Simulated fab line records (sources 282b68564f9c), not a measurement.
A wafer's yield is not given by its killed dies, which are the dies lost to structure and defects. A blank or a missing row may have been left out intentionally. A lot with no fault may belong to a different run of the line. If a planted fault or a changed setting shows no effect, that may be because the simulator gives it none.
Comparing a struck lot with a sound one	flow rit-cmos	14 out of 202 route steps
Sound: wafers L342.4, L342.5, L342.6. Struck: wafers L348.4, L348.5, L348.6. The cause is given at the end.
At each step with rows: each side's tool, then ch and its chambers, then its first start. Under that, the readings that differ: sound wafers	struck wafers	difference of the means	sigmas: that difference in standard deviations of wafers without a fault.
alike: words and numbers the same on both sides, and readings whose means are apart by under 2 such deviations; not compared: readings that were withheld, readings missing a value for some wafer, numbers with overlapping values and no deviation given by the record, and bounds like >300 which may hide the same value.
The two part at a step that has a row with sigmas, a row that says differs or no value, or rows on one side only. Non-overlapping numbers with no deviation appear without sigmas and do not part them. A reading that every wafer of one side lacks parts them only if that side has two wafers or more.

RIT_SILICIDE_SPUTTER_01: material Ti, target thk 30 nm, time 240 s.
  struck on pvd-sputter-01, day 6 09:41; sound on pvd-sputter-02, day 5 00:34
  alike: throttle-valve-pct
RIT_SILICIDE_RS_MEAS_02: uses a four-point probe to measure.
  struck on film-metro-01, day 6 09:54; sound on film-metro-03, day 5 00:47
  alike: SILICIDE_TI_RS
RIT_SILICIDE_THK_MEAS_03: measures by xrf.
  struck on film-metro-01, day 6 09:59; sound on film-metro-03, day 5 00:52
  alike: SILICIDE_TI_THK
RIT_SILICIDE_RTA_04: time 10 s, ramp up 5 s, ramp down 5 s.
  sound on rtp-anneal-02 ch 0, day 5 00:56; struck on rtp-anneal-02 ch 0, day 6 10:03
  alike: anneal-temp-c-max, wafer_temp_C_max
then, 1 step without rows for these wafers: RIT_SILICIDE_WET_ETCH_05 (etches Ti in SPM, time 120 s).
RIT_SILICIDE_RTA_06: time 10 s, ramp up 5 s, ramp down 10 s.
  sound on rtp-anneal-01 ch 0, day 5 01:02; struck on rtp-anneal-01 ch 0, day 6 10:13
  alike: anneal-temp-c-max, wafer_temp_C_max
RIT_CONTACT_CVD_00: deposits SiO2 from TEOS, target thk 400 nm, time 61 s.
  sound on pecvd-02 ch 0,1,2, day 5 01:06; struck on pecvd-02 ch 0,1,2, day 6 10:16
  alike: heater-power-w
RIT_CONTACT_THK_MEAS_01:
  struck on film-metro-03, day 6 10:19; sound on film-metro-04, day 5 01:10
  alike: CONTACT_TEOS_THK
then, 4 steps without rows for these wafers: RIT_CONTACT_HMDS_02 (prime time 60 s); RIT_CONTACT_COAT_03 (resist thk 1000 nm); RIT_CONTACT_SOFTBAKE_04 (time 60 s); RIT_CONTACT_EXPOSE_05 (exposes mask M11, target cd 1000 nm).
RIT_CONTACT_PEB_06:
  struck on litho-track-04, day 6 10:59; sound on litho-track-03 ch 0, day 5 01:50
reading	sound	struck	difference	sigmas
exhaust-pa (Pa)	45.3 45.0 44.2	- - -	no value on the struck wafers	
  not compared: chill-plate-temp-C
then, 1 step without rows for these wafers: RIT_CONTACT_DEVELOP_07 (develop time 120 s).

WHERE THEY PART
Only at RIT_CONTACT_PEB_06, as far as this record shows.

WHY: what the simulator had put in
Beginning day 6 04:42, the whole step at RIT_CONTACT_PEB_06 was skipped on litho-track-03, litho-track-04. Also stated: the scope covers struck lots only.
